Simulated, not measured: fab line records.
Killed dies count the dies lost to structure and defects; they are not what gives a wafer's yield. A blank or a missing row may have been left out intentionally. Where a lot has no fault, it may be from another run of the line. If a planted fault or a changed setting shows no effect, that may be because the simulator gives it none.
A struck lot beside a sound one | flow rit-cmos | 15 out of 202 route steps
Sound: wafers L419.3, L419.4, L419.6. Struck: wafer L429.6 (L429.2, L429.5, from the same lot, were not struck and are left out); the cause is given at the end.
At each step with rows: each side's tool, then ch and its chambers, then its first start. Under that, the readings that differ: sound wafers | struck wafers | difference of the means | sigmas: that difference in standard deviations of wafers without a fault.
alike: readings whose means differ by less than 2 such deviations, and words and numbers that are the same on both sides. not compared: withheld readings, readings that some wafer has no value for, bounds like >300 that may hide the same value, and numbers for which the record gives no deviation and whose values overlap.
Wherever a step has rows on one side only, a row that says differs or no value, or a row with sigmas, the two part there. Non-overlapping numbers with no deviation appear without sigmas and do not part them. Lack of a reading on every wafer of one side parts them only where that side has two or more wafers.

RIT_SILICIDE_RTA_06: time 10 s, ramp up 5 s, ramp down 10 s.
  sound on rtp-anneal-02 ch 0, day 4 21:32; struck on rtp-anneal-01 ch 0, day 7 06:55
  reading           | sound             | struck | difference | sigmas
  anneal-temp-c-max | 752.0 752.2 753.7 | 756.4  | +3.8       | +2
  alike: wafer_temp_C_max
RIT_CONTACT_CVD_00: deposits SiO2 from TEOS, target thk 400 nm, time 61 s.
  sound on pecvd-01 ch 1,2, day 4 21:34; struck on pecvd-04 ch 0, day 7 06:58
  alike: heater-power-w
RIT_CONTACT_THK_MEAS_01:
  sound on film-metro-01 at day 4 21:38; struck on film-metro-01 at day 7 07:02
  alike: CONTACT_TEOS_THK
then, 6 steps without rows for these wafers: RIT_CONTACT_HMDS_02 (prime time 60 s); RIT_CONTACT_COAT_03 (resist thk 1000 nm); RIT_CONTACT_SOFTBAKE_04 (time 60 s); RIT_CONTACT_EXPOSE_05 (exposes mask M11, target cd 1000 nm); RIT_CONTACT_PEB_06; RIT_CONTACT_DEVELOP_07 (develop time 120 s).
RIT_CONTACT_CD_MEAS_08: target cd 1000 nm.
  sound on cd-sem-02 at day 4 22:49; struck on cd-sem-01 at day 7 08:11
  alike: cd-nm
RIT_CONTACT_OVL_MEAS_09:
  sound on overlay-02 at day 4 22:55; struck on overlay-01 at day 7 08:18
  reading          | sound          | struck | difference | sigmas
  CONTACT_OVL (nm) | -2.0 -1.2 -0.7 | 1.3    | +2.6       | +2
then, 1 step without rows for these wafers: RIT_CONTACT_HARDBAKE_10 (time 60 s).
RIT_CONTACT_ETCH_11: etches SiO2 in CHF3/CF4/Ar, stops on TiSi2, target depth 480 nm, time 320 s.
  sound on rie-diel-03 ch 2,3, day 4 23:05; struck on rie-diel-01 ch 0, day 7 08:29
  reading                                      | sound             | struck | difference | sigmas
  throttle-valve-pct (%)                       | 8.80 8.62 8.81    | 9.09   | +0.35      | +2
  model.NOVOLAK_of_CONTACT_COAT_03.thk-nm (nm) | 768.4 767.8 766.4 | 756.3  | -11.2      |
  alike: drypump-motor-current-A, oes-product-au
  not compared: rf-hours-counter-h
RIT_CONTACT_STRIP_12: strips in O2, time 180 s.
  sound on plasma-asher-03 ch 0,1, day 4 23:20; struck on plasma-asher-03 ch 0, day 7 08:40
  alike: drypump-motor-current-A, rf-refl-power-W
  not compared: rf-hours-counter-h
RIT_M1_PROBE_99:
  sound on prober-01 at day 5 04:05; struck on prober-01 at day 7 15:37
  reading                                    | sound                       | struck   | difference | sigmas
  model.etest.nmos_0p15.junction-log10-a-um  | -13.37 -13.55 -13.22        | -13.17   | +0.21      |
  model.etest.antenna-contact.vt-shift-v (V) | -0.01262 -0.009143 -0.01049 | -0.02179 | -0.01104   |
  alike: killed-at-contacts, killed-at-front-end, killed-dies, killed-open, killed-short

## WHERE THEY PART
Earliest at RIT_SILICIDE_RTA_06; latest, in this record, at RIT_CONTACT_ETCH_11. Later steps at which nothing parts them and some readings are alike: RIT_CONTACT_STRIP_12, RIT_M1_PROBE_99.

WHY: the cause the simulator had injected
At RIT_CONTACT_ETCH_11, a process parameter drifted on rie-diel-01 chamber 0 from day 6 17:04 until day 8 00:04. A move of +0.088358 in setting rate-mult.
